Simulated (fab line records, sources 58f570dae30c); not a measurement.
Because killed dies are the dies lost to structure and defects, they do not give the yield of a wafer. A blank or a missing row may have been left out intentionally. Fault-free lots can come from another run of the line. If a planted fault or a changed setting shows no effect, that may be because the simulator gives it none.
Which of the tools did it?	flow berkeley cmos170	route of 331 steps, sampled at 1 step: 13 lots, 39 wafers

## WHAT THE GAUGES READ, wafer by wafer
The record lacks any reading of a measuring or inspecting step that a usual standard deviation could be used to judge.

## TOOL THAT RAN EACH LOT (tool first, then ch and the chambers of the sampled wafers, then the start)
lot	UCB170_M2_EXPOSE_12
L455	krf scanner-02 ch 0, day 9 02:45
L454	krf scanner-01 ch 0, day 9 03:20
L456	krf scanner-01 ch 0, day 9 09:02
L457	krf scanner-01 ch 0, day 9 15:04
L459	krf scanner-01 ch 0, day 9 16:13
L458	krf scanner-01 ch 0, day 9 17:47
L461	krf scanner-02 ch 0, day 10 04:04
L462	krf scanner-01 ch 0, day 10 07:37
L464	krf scanner-02 ch 0, day 10 20:16
L474	krf scanner-01 ch 0, day 12 09:25
L472	krf scanner-01 ch 0, day 12 13:03
L477	krf scanner-01 ch 0, day 13 17:00
L476	krf scanner-01 ch 0, day 13 19:41
- UCB170_M2_EXPOSE_12: exposes mask METAL2, target cd 700 nm.

## WHAT THE TOOLS THEMSELVES READ (means of the sampled wafers that have a number; where no wafer has one, the mark that the record gives instead)
UCB170_M2_EXPOSE_12.
lot	tool	exposure dose mJ cm2
L455	krf scanner-02	25.96
L454	krf scanner-01	26.00
L456	krf scanner-01	25.97
L457	krf scanner-01	25.99
L459	krf scanner-01	26.02
L458	krf scanner-01	26.01
L461	krf scanner-02	25.96
L462	krf scanner-01	26.02
L464	krf scanner-02	25.78
L474	krf scanner-01	26.02
L472	krf scanner-01	26.01
L477	krf scanner-01	25.99
L476	krf scanner-01	25.99

## THE ANSWER, worked out from the rows above alone
Rule: the usual values come from the lots themselves. Put in order of their means at a reading, lots are off if they are a third of the lots or fewer, leave a main group of 4 or more, and stand apart from it by a gap of 3 or more times the standard deviation of the main group's means; of several such gaps the widest counts. A main group is skipped when, at the precision printed for the reading in the tables above, its means are all equal. A lot without any number at a reading at which 4 lots or more have one is off too. All remaining lots with rows at the step are treated as sound. The gauges are gone through in route order, then the tools' own readings, and for those a lot's mean is taken as printed above. At the first step where some lot is off, the reading lying furthest off is the one used; lots without a number count as furthest.
Off at UCB170_M2_EXPOSE_12 (exposure dose mJ cm2): L464. The main group: mean 26.00, standard deviation 0.021.
If a tool, at that step or one of the process steps before it, ran each lot that is off and ran no sound lot following the first of them, it fits. One fits: krf scanner-02 at UCB170_M2_EXPOSE_12. A fault onset in the window from L461 (day 10 04:04, its last sound lot) to L464 (day 10 20:16, its first lot off) fits.
The tool's own readings at UCB170_M2_EXPOSE_12 bear it out: on the lots that are off they differ by more than 5 times the standard deviation of the sound lots' means. exposure dose mJ cm2 reads 25.78 there against 26.00 on the sound lots.

## WHAT HAD BEEN PUT IN BY THE SIMULATOR
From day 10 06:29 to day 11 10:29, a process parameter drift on krf scanner-02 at UCB170_M2_EXPOSE_12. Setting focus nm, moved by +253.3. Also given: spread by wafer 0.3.
Shown lots that were struck: L464. The rule given above showed the same thing.
